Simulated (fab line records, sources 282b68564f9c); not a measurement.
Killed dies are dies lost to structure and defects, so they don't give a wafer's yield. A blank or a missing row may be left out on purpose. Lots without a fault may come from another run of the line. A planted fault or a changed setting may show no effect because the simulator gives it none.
Which tool did it? | flow rit_cmos | 14 lots, 42 wafers sampled, at 1 step of a route of 202

WHAT THE GAUGES READ, wafer by wafer
RIT_FOX2_THK_MEAS_01. Usual: FOX2_OXIDE_THK 350 nm, standard deviation 5.9.
lot  | measured    | on            | FOX2_OXIDE_THK (nm) | flag
L569 | day 1 19:28 | film_metro-03 | 354 354 352         |
L570 | day 2 00:13 | film_metro-04 | 360 361 361         |
L571 | day 2 04:23 | film_metro-04 | 355 352 353         |
L572 | day 2 10:05 | film_metro-04 | 358 357 350         |
L573 | day 2 14:20 | film_metro-04 | 353 356 352         |
L574 | day 2 19:31 | film_metro-03 | 350 352 352         |
L575 | day 3 00:30 | film_metro-04 | 349 343 346         |
L576 | day 3 05:28 | film_metro-03 | 348 349 345         |
L584 | day 4 21:26 | film_metro-04 | 342 346 349         |
L585 | day 5 02:29 | film_metro-02 | 353 348 349         |
L588 | day 5 19:10 | film_metro-02 | 334 337 340         |
L589 | day 5 22:31 | film_metro-04 | 354 358 353         |
L590 | day 6 09:02 | film_metro-03 | 347 350 349         |
L591 | day 6 10:22 | film_metro-03 | 346 350 354         |

WHICH TOOL RAN EACH LOT (tool, then ch and the chambers of the sampled wafers, then the start)
The record holds no process step before these readings.

WHAT THE TOOLS THEMSELVES READ (means of the sampled wafers that have a number; where no wafer has one, the mark that the record gives instead)
The record holds no such reading with a usual standard deviation.

THE ANSWER, worked out from the rows above alone
Rule: a lot is off if the mean of its wafers that have a number lies more than 3 standard deviations from the usual mean. A lot without any number at a reading at which 4 lots or more have one is off too. The other lots that the step has rows for count as sound. The gauges are gone through in route order, then the tools' own readings, and for those a lot's mean is taken as printed above. The first step at which some lot is off is used, and at that step the reading that is off furthest; a lot without a number counts as furthest.
No lot is off at any reading shown: from this, nothing can be told.

WHAT THE SIMULATOR HAD PUT IN
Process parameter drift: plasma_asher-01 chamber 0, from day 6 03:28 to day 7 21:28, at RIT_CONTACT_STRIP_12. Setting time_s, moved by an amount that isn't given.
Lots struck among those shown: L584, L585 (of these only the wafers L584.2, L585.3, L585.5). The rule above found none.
